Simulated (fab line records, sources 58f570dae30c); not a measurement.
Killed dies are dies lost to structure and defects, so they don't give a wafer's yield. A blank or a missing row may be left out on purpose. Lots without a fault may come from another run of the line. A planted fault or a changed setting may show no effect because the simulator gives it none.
Split-lot experiment | flow berkeley_cmos170 | 5 lots, 23 wafers read, on a route of 331 steps

THE SPLIT
At UCB170_V1_PEB_10, the setting peb_temp_c was moved away from the recipe's 130 C on 8 of the 23 wafers read, by +2.2% to +2.7%. The other wafers ran this setting at the recipe's value.

FROM THE SPLIT TO THE READING: what the file shows between them, 4 steps
- UCB170_V1_DEVELOP_11: develop time 45 s
- UCB170_V1_CD_MEAS_12: target cd 700 nm
- UCB170_V1_ETCH_14: etches SiO2 in CHF3/CF4/Ar, stops on Al, target depth 1250 nm, time 296.6 s
- UCB170_V1_STRIP_15: strips in O2

THE READING
cd_nm, in nm, at UCB170_V1_CD_MEAS_90 (target cd 700 nm). Fault-free wafers of this fab line usually give 700.1 nm, standard deviation 1.3 nm.

wafer  | tool, chamber at the split | peb_temp_c as run, C | against the recipe | cd_nm, nm | against lot-mates on the recipe
L075.1 | litho_track-04, 0          | 130                  | recipe             | 700.7     | -
L075.2 | litho_track-04, 0          | 130                  | recipe             | 697.2     | -
L075.5 | litho_track-04, 0          | 130                  | recipe             | 701.1     | -
L079.1 | litho_track-04, 0          | 130                  | recipe             | 701.9     | -
L079.3 | litho_track-04, 0          | 133.3                | +2.5%              | 719.6     | +17.8
L079.4 | litho_track-04, 0          | 130                  | recipe             | 701.8     | -
L079.5 | litho_track-04, 0          | 133.3                | +2.5%              | 719.7     | +17.9
L079.6 | litho_track-04, 0          | 133.3                | +2.5%              | 717.1     | +15.3
L080.1 | litho_track-02, 0          | 133.5                | +2.7%              | 718.9     | +18.5
L080.3 | litho_track-02, 0          | 133.5                | +2.7%              | 721.7     | +21.3
L080.4 | litho_track-02, 0          | 133.5                | +2.7%              | 720.7     | +20.3
L080.5 | litho_track-02, 0          | 130                  | recipe             | 698.8     | -
L080.6 | litho_track-02, 0          | 130                  | recipe             | 702.0     | -
L083.1 | litho_track-03, 0          | 130                  | recipe             | 699.7     | -
L083.3 | litho_track-03, 0          | 130                  | recipe             | 700.0     | -
L083.4 | litho_track-03, 0          | 130                  | recipe             | 700.6     | -
L083.5 | litho_track-03, 0          | 130                  | recipe             | 699.9     | -
L083.6 | litho_track-03, 0          | 130                  | recipe             | 699.3     | -
L084.2 | litho_track-02, 0          | 130                  | recipe             | 698.5     | -
L084.3 | litho_track-02, 0          | 130                  | recipe             | 699.5     | -
L084.4 | litho_track-02, 0          | 132.9                | +2.2%              | 716.9     | +18.3
L084.5 | litho_track-02, 0          | 130                  | recipe             | 697.7     | -
L084.6 | litho_track-02, 0          | 132.9                | +2.2%              | 716.5     | +17.9

THE FIT
A straight line over all 23 wafers: cd_nm changes by +7.54 nm for each +1% of peb_temp_c; r = +0.99; the points scatter about the line by 1.4 nm.
The same after taking each lot's own level away (the mean of its wafers on the recipe; 23 wafers): +7.28 nm for each +1%; r = +0.99; scatter 1.4 nm.
On that fit, the largest move of peb_temp_c shifts the reading by 20 nm.
The lots' own levels span 698.57 to 701.85 nm, that is 2.5 times the standard deviation above.
So the lot-to-lot level changes the slope little: the two slopes agree.
Check: with one of the wafers moved furthest among these (+2.7%) left out of the fit, the line predicts +19.8 nm for it against its lot-mates. It came out at +18.5 nm against them.

OTHER SPLITS ON THESE WAFERS
These wafers also went through other splits before the reading. Each is held against what the fit with the lots' levels taken away leaves over:
other split on the same wafers   | wafers away from the commonest value | r with cd_nm (lot level and that fit taken away)
UCB170_NSD_IMPLANT_08 energy_kev | 6                                    | -0.37
UCB170_BACKSIDE_STRIP_03 power_w | 8                                    | +0.03
UCB170_CONTACT_CVD_01 temp_c     | 15                                   | +0.12
UCB170_M1_SPUTTER_00 power_w     | 10                                   | -0.43
UCB170_M1_ETCH_11 source_w       | 6                                    | +0.34

THE WHOLE CHAIN: every reading that the file lists as answering this split, in the file's order
step                 | what it does                                                                | reading                                                   | change (the file's fit)              | r (the file's)
UCB170_V1_CD_MEAS_12 | target cd 700 nm                                                            | cd_nm                                                     | +7.28 nm for each +1% of the setting | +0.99
UCB170_V1_ETCH_14    | etches SiO2 in CHF3/CF4/Ar, stops on Al, target depth 1250 nm, time 296.6 s | V1.cd_nm (the simulator's own value, which no gauge read) | +7.35 nm for each +1% of the setting | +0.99
UCB170_V1_CD_MEAS_90 | target cd 700 nm                                                            | cd_nm                                                     | +7.36 nm for each +1% of the setting | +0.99

THE FILE'S OWN FIT
cd_nm changes by +7.36 nm for each +1% of peb_temp_c, r = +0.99.
